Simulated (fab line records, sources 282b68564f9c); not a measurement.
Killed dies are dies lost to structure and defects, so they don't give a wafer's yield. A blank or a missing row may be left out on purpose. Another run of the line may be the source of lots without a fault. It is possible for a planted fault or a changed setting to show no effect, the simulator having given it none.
Problem report in the 8D (eight disciplines) form, filled by code | flow rit-cmos | the parts of the form that need people (team, actions taken, sign-off) are left out

## 1. THE ISSUE
Across 6 wafers from 2 lots, NWELL_RS at RIT_WELLDRIVE_RS_MEAS_01 averages 316.6 ohm/sq, while fault-free wafers read 271.8 ohm/sq with a standard deviation of 0.79. That is +57 standard deviations from the usual mean.
The step: measures by four-point-probe.
Seen first at day 4 17:38 on film-metro-02, wafer L143.2. The record has a number at this step for 36 wafers belonging to 12 lots. The rule behind "out" and "out of limits": a value lying over 4 standard deviations away from the usual mean. The other wafers with a number count as sound.

## 2. WHAT THIS IS AND IS NOT
question                    | is                     | is not
which readings at this step | NWELL_RS               | -
which lots                  | L143, L144             | L131, L132, L133, L134, L135, L138, L146, L148, L151, L153
which wafers of those lots  | all that have a number | -
read on which gauges        | film-metro-02          | film-metro-03, film-metro-04
when                        | from day 4 17:38       | up to then (18 sound wafers); but 12 sound wafers of L146, L148, L151, L153 came after

## 3. SUSPECTS, AND WHAT RULES EACH OUT
Counting: any tool at a process step up to the reading is kept as a suspect provided that every lot that is out went through it and no sound lot did after the first of them.
- the gauge at RIT_WELLDRIVE_RS_MEAS_01 has been ruled out. All the wafers that are out were read on film-metro-02, but those of them that RIT_WELLDRIVE_ANNEAL_00 has rows for are out there too, on other tools.
- furnace-03 at RIT_WELLDRIVE_ANNEAL_00 (time 14700 s): kept. It ran every lot that is out, first L143 (day 4 12:31), and no sound lot after that; its last sound lot up to then is L133 (day 2 09:52). On those wafers its own readings are out: run-length-s.
After counting, what remains is furnace-03 at RIT_WELLDRIVE_ANNEAL_00.

## 4. THE CAUSE (what the simulator had put in)
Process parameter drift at RIT_WELLDRIVE_ANNEAL_00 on furnace-03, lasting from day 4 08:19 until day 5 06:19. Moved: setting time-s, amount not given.
After counting, this tool was the only one left.

## 5. SEQUENCE OF EFFECTS, ordered by route
Each row: a reading whose mean over the struck wafers that have a number lies more than 3 standard deviations from the usual. Only readings for which the record gives a usual standard deviation are gone through. hours: the time from each lot's start at the first step in this table that gives one to its start at this step, as a median over the lots. sigmas: the change in usual standard deviations.
hours | step                     | reading      | usual        | on struck wafers | change | sigmas
0     | RIT_WELLDRIVE_ANNEAL_00  | run-length-s | 18270 s      | 9442             | -8828  | -99 or more
5     | RIT_WELLDRIVE_RS_MEAS_01 | NWELL_RS     | 271.8 ohm/sq | 316.6            | +44.8  | +57
5     | RIT_WELLDRIVE_RS_MEAS_02 | PWELL_RS     | 429.3 ohm/sq | 476.0            | +46.7  | +39
The process steps in it:
- RIT_WELLDRIVE_ANNEAL_00: time 14700 s.

## 6. WHAT WOULD HAVE CAUGHT IT SOONER
The first out-of-limits reading at a measuring or inspecting step in this record came at day 4 17:38, 9 hours after the fault's start at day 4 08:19.
At RIT_WELLDRIVE_ANNEAL_00, the tool's own readings (run-length-s) were out on each struck wafer the step has a row for, so an alarm limit on them would have fired on the first such wafer.
L144, from the lots that are out (2), started RIT_WELLDRIVE_ANNEAL_00 on furnace-03 later than day 4 17:38. Putting the tool on hold at that point would have spared it.
